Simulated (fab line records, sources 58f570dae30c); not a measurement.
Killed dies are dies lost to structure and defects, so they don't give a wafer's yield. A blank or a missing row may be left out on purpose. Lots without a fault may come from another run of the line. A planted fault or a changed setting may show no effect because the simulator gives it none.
fab line records | flow berkeley_cmos170
record lots=6 wafers=18 last_day=11
route steps=331 shown M2@271 V2@292 M3@331
lots that met no fault: from a run of the same line without faults
start_h: hours from the record's first day to the start of the lot's first wafer shown | wait_h: hours since the lot's step before | " the same as in the row above | L1.1+2: a row that stands for several wafers | - no value, or no start given | * or withheld: withheld | < > ~ a bound
route shown NAME@n: a module of which the file shows steps, and the number in the route of the first | usual: mean/standard deviation of fault-free wafers | same: alike in all rows | chamber/n: place in a boat | sites: the reading at each site | _std_site: their standard deviation | _edge_site: outer sites' mean less inner sites' | radius_mm: how far each site lies from the wafer's centre | mask NAME#n: copy n | behind: the tool/chamber that last shaped the wafer | hold: why the lot was held/for how many hours/how that ended | device: the transistor (n, p or np) that didn't switch | end of line: the same wafers' tests at the end of the route | a step without rows: its recipe alone | killed: dies lost to structure and defects at the first sort, not the wafer's yield | map: a wafer's dies, x killed, . not, _ none there
set.NAME: the setting as run; set.NAME@STEP: as run at that earlier step | model.NAME: the simulator's own value behind a step, which no gauge read
lots at some steps of the route; a table a step, a row a wafer
services: from which hour (start_h, from the record's first day; less than 0 if before it) a tool's chamber was out of use, for how many hours, and why
## steps
# step UCB170_M2_PRE_CLEAN_00
# recipe gas=Ar preclean_etch_time_s=60
# step UCB170_M2_SPUTTER_01
# recipe material=Al target_thk_nm=900 time_s=120 power_w=6000 chamber_pressure_pa=0.5
# usual throttle_valve_pct=30.0/1.3
# columns lot.wafer tool chamber start_h wait_h throttle_valve_pct
L628.1 pvd_sputter-02 - 183.69 0.0 30.5
L628.3 " - " " 29.7
L628.4 " - " " 31.3
L629.1 pvd_sputter-04 - 186.35 0.0 31.8
L629.3 " - " " 30.4
L629.5 " - " " 30.3
L633.1 pvd_sputter-03 - 199.76 0.0 29.3
L633.3 " - " " 30.8
L633.6 " - " " 30.8
L636.3 pvd_sputter-02 - 213.62 0.0 30.6
L636.4 " - " " 30.3
L636.6 " - " " 30.3
L635.1 pvd_sputter-04 - 213.74 0.0 31.4
L635.2 " - " " 30.4
L635.5 " - " " 27.4
L643.1 pvd_sputter-03 - 244.96 0.0 29.5
L643.2 " - " " 31.0
L643.6 " - " " 31.0
# step UCB170_M2_RS_MEAS_02
# recipe thk_meas_gauge=four-point-probe reads=Al_of_M2_SPUTTER_01
# usual M2_AL_RS=0.0321/0.00035
# columns lot.wafer tool chamber start_h wait_h M2_AL_RS[ohm/sq]
L628.1 film_metro-01 - 183.77 0.0 0.0323
L628.3 " - " " 0.0326
L628.4 " - " " 0.0317
L629.1 film_metro-02 - 186.43 0.0 0.0319
L629.3 " - " " 0.0322
L629.5 " - " " 0.0323
L633.1 film_metro-02 - 199.84 0.0 0.0316
L633.3 " - " " 0.0317
L633.6 " - " " 0.0316
L636.3 film_metro-01 - 213.74 0.1 0.0324
L636.4 " - " " 0.0323
L636.6 " - " " 0.0327
L635.1 film_metro-02 - 213.82 0.0 0.0328
L635.2 " - " " 0.0330
L635.5 " - " " 0.0325
L643.1 film_metro-01 - 245.05 0.0 0.0315
L643.2 " - " " 0.0320
L643.6 " - " " 0.0324
# step UCB170_M2_THK_MEAS_03
# recipe thk_meas_gauge=xrf reads=Al_of_M2_SPUTTER_01
# usual M2_AL_THK=911/12
# columns lot.wafer tool chamber start_h wait_h M2_AL_THK[nm]
L628.1 film_metro-01 - 183.89 0.1 901
L628.3 " - " " 893
L628.4 " - " " 921
L629.1 film_metro-02 - 186.55 0.1 918
L629.3 " - " " 901
L629.5 " - " " 906
L633.1 film_metro-02 - 199.96 0.1 923
L633.3 " - " " 917
L633.6 " - " " 915
L636.3 film_metro-01 - 213.84 0.1 897
L636.4 " - " " 903
L636.6 " - " " 892
L635.1 film_metro-02 - 213.94 0.1 887
L635.2 " - " " 879
L635.5 " - " " 893
L643.1 film_metro-01 - 245.17 0.1 931
L643.2 " - " " 921
L643.6 " - " " 909
# step UCB170_M2_HMDS_04
# recipe prime_time_s=60 prime_temp_c=100
# step UCB170_M2_COAT_05
# recipe resist=KrF spin_rpm=1500 resist_thk_nm=900
# step UCB170_M2_SOFTBAKE_06
# recipe resist=KrF temp_c=130 time_s=60
# step UCB170_M2_STRIP_07
# recipe chemistry=O2 power_w=400 pressure_mtorr=3500 platen_temp_c=withheld o2_flow_sccm=400 overash_fraction=0.5
# usual drypump_motor_current_A=5.8/0.68 oes_product_au=0.734/0.0043 strip_time_to_endpoint_s=21.99/0.059
# columns lot.wafer tool chamber start_h wait_h drypump_motor_current_A oes_product_au rf_hours_counter_h strip_time_to_endpoint_s
L628.1 plasma_asher-03 0 184.40 0.1 5.9 0.727 49 22.02
L628.3 " 1 " " 6.6 0.727 - 22.01
L628.4 " 0 " " 5.9 0.734 - 22.08
L629.1 plasma_asher-03 1 187.06 0.1 6.6 0.730 49 21.89
L629.3 " 0 " " 5.9 0.732 - 21.92
L629.5 " 0 " " 5.9 0.738 - 21.92
L633.1 plasma_asher-03 1 200.47 0.1 6.6 0.733 51 21.97
L633.3 " 1 " " 6.6 0.738 - 22.06
L633.6 " 1 " " 6.6 0.724 - 21.91
L636.3 plasma_asher-04 0 214.49 0.1 6.5 0.737 - 22.03
L636.4 " 1 " " 5.8 0.733 - 22.03
L636.6 " 0 " " 6.5 0.735 - 21.97
L635.1 plasma_asher-01 1 214.59 0.1 4.8 0.736 53 21.90
L635.2 " 0 " " 4.9 0.736 53 21.94
L635.5 " 1 " " 4.8 0.740 - 21.98
L643.1 plasma_asher-03 0 246.10 0.1 6.0 0.722 56 21.99
L643.2 " 1 " " 6.6 0.729 56 21.99
L643.6 " 0 " " 6.0 0.737 - 21.99
# step UCB170_M2_STRIP_08
# recipe chemistry=DMSO temp_c=80 time_s=600 material=KrF
# step UCB170_M2_COAT_09
# recipe resist=BARC temp_c=withheld time_s=withheld spin_rpm=3000 resist_thk_nm=withheld
# step UCB170_M2_COAT_10
# recipe resist=KrF spin_rpm=1500 resist_thk_nm=900
# step UCB170_M2_SOFTBAKE_11
# recipe resist=KrF temp_c=130 time_s=60
# step UCB170_M2_EXPOSE_12
# recipe mask_id=METAL2 target_cd_nm=700 na=0.5 sigma_outer=0.6 source_shape=conventional dose_mj=26
# usual exposure_dose_mJ_cm2=25.998/0.026 stage_vel_mm_s=500.01/0.27
# same na=0.5 sigma_outer=0.6
# columns lot.wafer tool chamber start_h wait_h mask exposure_dose_mJ_cm2 stage_vel_mm_s
L628.1 krf_scanner-01 0 185.43 - METAL2#0 26.012 500.35
L628.3 " 0 " " METAL2#0 26.043 500.46
L628.4 " 0 " " METAL2#0 26.008 500.33
L629.1 krf_scanner-02 0 188.14 - METAL2#0 25.961 499.93
L629.3 " 0 " " METAL2#0 25.981 499.66
L629.5 " 0 " " METAL2#0 26.000 499.62
L633.1 krf_scanner-02 0 201.48 - METAL2#0 17.157 499.68
L633.3 " 0 " " METAL2#0 17.255 499.24
L633.6 " 0 " " METAL2#0 17.197 499.64
L636.3 krf_scanner-01 0 215.52 - METAL2#0 26.008 500.69
L636.4 " 0 " " METAL2#0 25.991 500.38
L636.6 " 0 " " METAL2#0 25.993 500.13
L635.1 krf_scanner-02 0 215.73 - METAL2#0 18.956 499.79
L635.2 " 0 " " METAL2#0 18.943 499.87
L635.5 " 0 " " METAL2#0 18.980 500.01
L643.1 krf_scanner-01 0 247.53 - METAL2#0 25.985 500.14
L643.2 " 0 " " METAL2#0 26.022 500.60
L643.6 " 0 " " METAL2#0 26.003 500.23
# step UCB170_M2_PEB_13
# recipe peb_temp_c=130 peb_time_s=withheld resist=KrF
# step UCB170_M2_DEVELOP_14
# recipe developer=TMAH develop_time_s=45 resist=KrF dev_temp_c=21
# step UCB170_M2_CD_MEAS_15
# recipe target_cd_nm=700
# usual cd_nm=700.5/1.4
# columns lot.wafer tool chamber start_h wait_h cd_nm
L628.1 cd_sem-01 - 185.92 - 700.5
L628.3 " - " " 699.7
L628.4 " - " " 700.3
L629.1 cd_sem-01 - 189.09 - 700.0
L629.3 " - " " 701.2
L629.5 " - " " 700.6
L633.1 cd_sem-01 - 202.21 - 771.4
L633.3 " - " " 774.6
L633.6 " - " " 773.2
L636.3 cd_sem-01 - 216.57 - 701.8
L636.4 " - " " 701.0
L636.6 " - " " 701.6
L635.1 cd_sem-01 - 216.65 - 756.8
L635.2 " - " " 757.2
L635.5 " - " " 756.0
L643.1 cd_sem-01 - 248.48 - 698.7
L643.2 " - " " 698.6
L643.6 " - " " 700.2
# step UCB170_M2_OVL_MEAS_16
# usual M2_OVL=0/6.9
# columns lot.wafer tool chamber start_h wait_h M2_OVL[nm]
L628.1 overlay-01 - 186.04 0.1 5
L628.3 " - " " 6
L628.4 " - " " 5
L629.1 overlay-01 - 189.21 0.1 7
L629.3 " - " " 7
L629.5 " - " " 1
L633.1 overlay-01 - 202.33 0.1 -2
L633.3 " - " " 2
L633.6 " - " " 1
L636.3 overlay-02 - 216.67 0.1 -11
L636.4 " - " " -7
L636.6 " - " " -4
L635.1 overlay-01 - 216.77 0.1 -13
L635.2 " - " " -13
L635.5 " - " " -13
L643.1 overlay-01 - 248.60 0.1 11
L643.2 " - " " 4
L643.6 " - " " 2
# step UCB170_M2_ETCH_17
# recipe chemistry=N2/H2 target_depth_a=withheld overetch_a=withheld target=BARC time_s=withheld source_w=500 bias_w=100 pressure_mtorr=30 n2_flow_sccm=100 h2_flow_sccm=200
# usual drypump_motor_current_A=5.7/0.41 h2_flow_sccm=200.0/0.61 oes_product_au=1.005/0.016 throttle_valve_pct=13.37/0.17
# columns lot.wafer tool chamber start_h wait_h drypump_motor_current_A h2_flow_sccm oes_product_au throttle_valve_pct model.M2.cd_nm
L628.1 rie_diel-01 2 186.08 0.0 6.4 200.1 1.007 13.59 700.6
L628.3 " 0 " " 6.0 201.3 1.023 13.41 700.3
L628.4 " 1 " " 5.6 200.7 1.017 13.48 699.3
L629.1 rie_diel-03 0 189.24 0.0 5.0 200.5 1.000 13.19 700.3
L629.3 " 1 " " 5.7 198.7 0.975 13.33 700.7
L629.5 " 0 " " 5.0 200.4 1.000 13.20 700.6
L633.1 rie_diel-01 1 202.37 0.0 5.6 199.2 0.998 13.50 770.9
L633.3 " 0 " " 6.0 199.3 1.021 13.40 774.7
L633.6 " 3 " " 5.0 200.5 1.034 13.02 773.3
L636.3 rie_diel-03 2 216.69 0.0 5.8 199.3 0.983 13.50 702.7
L636.4 " 1 " " 5.7 200.8 1.000 13.32 702
L636.6 " 3 " " 5.5 200.0 0.998 13.56 701.8
L635.1 rie_diel-01 0 216.81 0.0 6.0 199.6 1.029 13.41 757.3
L635.2 " 3 " " 5.0 200.0 1.032 13.05 757.7
L635.5 " 1 " " 5.6 200.5 1.010 13.48 755.7
L643.1 rie_diel-03 1 248.63 0.0 5.7 198.5 0.989 13.32 698.4
L643.2 " 3 " " 5.5 199.9 0.995 13.57 698.1
L643.6 " 1 " " 5.7 199.8 0.988 13.32 700.1
# step UCB170_M2_METAL_ETCH_18
# recipe chemistry=Cl2/BCl3 target=Al stop_on=SiO2 pressure_mtorr=12 target_depth_a=11700 over_etch_frac=0.3 time_s=195 icp_w=600 bias_w=120 Cl2_flow_sccm=90 bcl3_flow_sccm=45
# usual drypump_motor_current_A=5.5/0.53 oes_product_au=0.859/0.013 throttle_valve_pct=24.48/0.1
# columns lot.wafer tool chamber start_h wait_h drypump_motor_current_A oes_product_au rf_hours_counter_h throttle_valve_pct model.M2.cd_nm
L628.1 rie_metal-02 0 186.12 - 6.0 0.842 2 24.33 701.4
L628.3 " 1 " " 4.8 0.864 - 24.45 700
L628.4 " 0 " " 6.0 0.862 - 24.33 702
L629.1 rie_metal-03 0 189.29 - 5.1 0.847 10 24.47 701
L629.3 " 0 " " 5.1 0.847 - 24.49 703.3
L629.5 " 1 " " 6.3 0.850 - 24.51 695.9
L633.1 rie_metal-03 1 202.41 - 6.4 0.869 1 24.50 769
L633.3 " 0 " " 5.1 0.843 - 24.47 777.5
L633.6 " 0 " " 5.1 0.855 - 24.47 778.7
L636.3 rie_metal-01 0 216.79 - 5.5 0.869 - 24.44 700.5
L636.4 " 1 " " 5.2 0.865 - 24.68 700.8
L636.6 " 0 " " 5.5 0.868 - 24.44 699.2
L635.1 rie_metal-02 1 216.85 - 4.8 0.857 5 24.45 756.2
L635.2 " 0 " " 6.0 0.832 3 24.34 760.4
L635.5 " 1 " " 4.8 0.861 - 24.45 755.5
L643.1 rie_metal-01 0 248.67 - 5.5 0.893 8 24.43 697.3
L643.2 " 1 " " 5.2 0.863 15 24.66 695
L643.6 " 0 " " 5.5 0.881 - 24.44 699
# step UCB170_M2_STRIP_19
# recipe chemistry=O2 power_w=400 pressure_mtorr=3500 platen_temp_c=withheld o2_flow_sccm=400 overash_fraction=0.5
# usual drypump_motor_current_A=5.7/0.7 oes_product_au=0.552/0.0099
# columns lot.wafer tool chamber start_h wait_h drypump_motor_current_A oes_product_au rf_hours_counter_h
L628.1 plasma_asher-03 1 186.31 0.1 6.6 0.553 49
L628.3 " 1 " " 6.6 0.562 -
L628.4 " 0 " " 5.9 0.557 -
L629.1 plasma_asher-03 0 189.47 0.1 6.0 0.569 49
L629.3 " 0 " " 6.0 0.560 -
L629.5 " 1 " " 6.6 0.565 -
L633.1 plasma_asher-04 0 202.60 0.1 6.6 0.560 8
L633.3 " 0 " " 6.5 0.551 -
L633.6 " 1 " " 5.8 0.556 -
L636.3 plasma_asher-04 1 216.95 0.1 5.8 0.551 -
L636.4 " 0 " " 6.6 0.556 -
L636.6 " 0 " " 6.5 0.563 -
L635.1 plasma_asher-01 1 217.04 0.1 4.8 0.549 54
L635.2 " 0 " " 4.9 0.534 54
L635.5 " 1 " " 4.8 0.550 -
L643.1 plasma_asher-04 1 248.86 0.1 5.8 0.554 14
L643.2 " 0 " " 6.5 0.541 14
L643.6 " 1 " " 5.8 0.553 -
# step UCB170_M2_CD_MEAS_90
# recipe target_cd_nm=700
# usual cd_nm=701/3.5
# columns lot.wafer tool chamber start_h wait_h cd_nm
L628.1 cd_sem-01 - 186.52 0.2 701
L628.3 " - " " 700
L628.4 " - " " 702
L629.1 cd_sem-01 - 189.61 0.1 701
L629.3 " - " " 703
L629.5 " - " " 696
L633.1 cd_sem-01 - 202.70 0.1 769
L633.3 " - " " 778
L633.6 " - " " 779
L636.3 cd_sem-01 - 217.06 0.1 701
L636.4 " - " " 701
L636.6 " - " " 699
L635.1 cd_sem-01 - 217.14 0.1 756
L635.2 " - " " 761
L635.5 " - " " 755
L643.1 cd_sem-01 - 249.44 0.5 697
L643.2 " - " " 695
L643.6 " - " " 699
# step UCB170_V2_CVD_00
# recipe material=SiO2 target_thk_nm=2000 temp_c=390 precursor=TEOS/O2 time_s=250 rf_w=550 pressure_mtorr=9000
# usual heater_power_w=269/64 pressure_mtorr=9002/17
# columns lot.wafer tool chamber start_h wait_h heater_power_w pressure_mtorr
L628.1 pecvd-04 2 186.64 0.1 306 8998
L628.3 " 1 " " 408 9028
L628.4 " 0 " " 198 8995
L629.1 pecvd-01 0 189.73 0.1 289 9019
L629.3 " 1 " " 280 8982
L629.5 " 1 " " 213 8992
L633.1 pecvd-04 1 202.82 0.1 440 9008
L633.3 " 0 " " 198 8997
L633.6 " 0 " " 280 9003
L636.3 pecvd-04 1 217.14 0.1 450 9013
L636.4 " 1 " " 327 8985
L636.6 " 0 " " 199 9002
L635.1 pecvd-02 0 217.26 0.1 226 9009
L635.2 " 2 " " 272 9026
L635.5 " 1 " " 227 9006
L643.1 pecvd-04 0 249.56 0.1 270 8994
L643.2 " 2 " " 335 9013
L643.6 " 0 " " 202 8992
# step UCB170_M3_PROBE_99
# columns lot.wafer tool chamber start_h wait_h model.etest.pmos_turned.drive_ua_um model.etest.pmos_0p35.drive_ua_um model.etest.pmos_0p6.drive_ua_um model.etest.pmos_narrow.drive_ua_um model.etest.pmos_0p35.swing_mv_dec model.etest.pmos_0p35.off_log10_a_um model.etest.ring.quiet_log10_a model.etest.pmos_0p6.off_log10_a_um
L628.1 prober-02 - 193.92 0.1 300.8 287.7 162.1 143.4 75.4 -11.32 -8.781 -13.24
L628.3 prober-02 - 194.02 0.2 301.7 289 164.5 143.5 76.27 -11.28 -8.704 -13.23
L628.4 prober-02 - 194.07 0.2 298.1 286.4 161.9 141.6 75.31 -11.3 -8.728 -13.21
L629.1 prober-02 - 199.33 0.1 298.8 286.7 161.8 141 75.88 -11.65 -8.807 -13.27
L629.3 prober-02 - 199.43 0.2 302.4 287.3 162.9 142.9 75.86 -11.42 -8.74 -13.12
L629.5 prober-02 - 199.53 0.2 301 289.1 163.4 143.8 75.96 -11.4 -8.654 -13.22
L633.1 prober-02 - 208.28 0.1 312.3 299 169.8 153.8 75.41 -10.76 -8.345 -12.92
L633.3 prober-02 - 208.38 0.2 308.4 296.9 167.2 151.7 75.04 -10.83 -8.325 -12.87
L633.6 prober-02 - 208.53 0.2 304.5 289.6 166.3 148.8 74.94 -10.9 -8.467 -12.85
L636.3 prober-02 - 224.53 0.2 302.6 289 164.3 147.3 75.47 -11.58 -8.676 -13.26
L636.4 prober-02 - 224.58 0.2 307.4 294.7 168.9 148.4 75.4 -11.46 -8.684 -13.07
L636.6 prober-02 - 224.68 0.2 301.7 288.4 163 144.5 75.63 -11.54 -8.716 -13.25
L635.1 prober-01 - 225.03 0.1 312.2 297.6 170 151.2 74.88 -10.93 -8.413 -12.97
L635.2 prober-01 - 225.08 0.1 303.3 290.2 166.8 149.8 75.69 -11.02 -8.486 -12.93
L635.5 prober-01 - 225.23 0.2 306.2 292.9 167.8 149.7 75.09 -10.94 -8.464 -13
L643.1 prober-01 - 255.87 0.1 299.1 284.2 160.4 143.7 75.9 -11.39 -8.788 -13.27
L643.2 prober-01 - 255.92 0.1 290.6 279.4 157.7 140.2 76.26 -11.72 -8.794 -13.34
L643.6 prober-01 - 256.12 0.2 301 285.8 161.8 143.7 76.2 -11.61 -8.748 -13.09
# killed by level:class
L628.1 GATE:geometric_particle:short=1 SILICIDE:geometric_particle:open=1
L628.3 FIELD:geometric_particle:short=1
L628.4 FIELD:geometric_particle:short=1
L629.1 GATE:geometric_particle:short=1
L629.3 M2:geometric_particle:short=1
L629.5 GATE:geometric_particle:short=1 M3:geometric_particle:open=1
L636.3 V1:geometric_particle:short=1
L636.4
L636.6 SPACER:geometric_particle:open=1 V2:geometric_particle:open=1
L635.1 GATE:geometric_particle:open=1 GATE:geometric_particle:short=1 SPACER:geometric_particle:open=1
L635.2 SPACER:geometric_particle:short=2 M2:area_expose=2 GATE:geometric_particle:short=1 SPACER:geometric_particle:open=1 CONTACT:geometric_particle:open=1
L635.5 GATE:geometric_particle:short=1 M2:area_expose=1
L643.1 SILICIDE:geometric_particle:short=2 WELLDRIVE:geometric_particle:open=1 GATE:geometric_particle:short=1
L643.2 M2:geometric_particle:short=2 FIELD:geometric_particle:short=1 V2:geometric_particle:open=1
L643.6 GATE:geometric_particle:open=2 GATE:geometric_particle:short=1 CONTACT:geometric_particle:short=1
## services
# columns tool chamber start_h hours kind
plasma_asher-04 - 160.31 15.6 pm
krf_scanner-02 - 162.39 1.0 pm
pecvd-02 - 162.73 1.2 repair
rie_diel-01 3 171.07 14.4 repair
krf_scanner-01 - 173.01 3.6 pm
pvd_sputter-04 - 173.16 5.1 repair
pecvd-01 1 174.44 2.2 repair
krf_scanner-01 - 176.57 1.3 pm
rie_metal-01 0 185.25 4.1 repair
krf_scanner-02 - 190.25 4.4 pm
krf_scanner-02 - 194.62 1.3 pm
rie_diel-01 2 195.64 4.6 repair
plasma_asher-01 - 196.21 2.0 repair
rie_metal-03 - 212.40 2.8 pm
rie_diel-03 0 213.47 9.2 repair
rie_diel-01 - 220.96 2.8 pm
rie_diel-03 2 222.67 - clean
rie_diel-03 2 222.67 23.4 scheduled_down
rie_diel-03 2 222.67 23.4 vent_cycle
rie_diel-01 3 225.28 - clean
krf_scanner-01 - 231.97 0.8 pm
rie_diel-01 - 232.77 1.1 repair
rie_diel-03 1 240.42 5.2 repair
pecvd-01 - 242.50 14.0 pm
## key
first_sign step=UCB170_M2_EXPOSE_12 reading=exposure_dose_mJ_cm2 direction=down sigmas=99+ usual=25.998 struck=18.081
effect step=UCB170_M2_CD_MEAS_15 reading=cd_nm direction=up sigmas=46 usual=700.5 struck=764.9 through=control_loop
effect step=UCB170_M2_CD_MEAS_90 reading=cd_nm direction=up sigmas=19 usual=701 struck=766 through=control_loop
model_effect step=UCB170_M2_ETCH_17 value=M2.cd_nm without=700.8 struck=764.9
model_effect step=UCB170_M2_METAL_ETCH_18 value=M2.cd_nm without=702 struck=766.2
model_effect step=UCB170_M3_PROBE_99 value=etest.pmos_turned.drive_ua_um without=298 struck=307.8
met_at UCB170_M2_EXPOSE_12
struck_wafers L633.1,L633.3,L633.6,L635.1,L635.2,L635.5
sort_left_out L633.1,L633.3,L633.6
tester_left_out L633,L635
loop_trim step=UCB170_M2_EXPOSE_12 setting=dose lots=L635
onset_between 188.14 201.48
earlier_fault kind=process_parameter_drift tool=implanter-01 chamber=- onset_h=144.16 steps=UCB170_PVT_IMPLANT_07 channel=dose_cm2 offset=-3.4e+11 shape=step end_h=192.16 acts_in=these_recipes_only stated=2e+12
fault kind=process_parameter_drift tool=krf_scanner-02 chamber=- onset_h=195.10 steps=UCB170_M2_EXPOSE_12 channel=dose_mj offset=-8.8135 shape=step acts_in=these_recipes_only stated=26
# tester_left_out: of these lots the tester's yield and bins aren't shown, on N5 and GAA mostly nor the transistor test; their killed dies are dies lost to structure and defects alone, not to doping, threshold or leakage, so they don't give the yield
# sort_left_out: the simulated sort isn't trusted on such a fault, so these wafers' sort isn't shown, and their yield isn't known
# loop_trim: a control loop set the setting to another value than it would have without faults
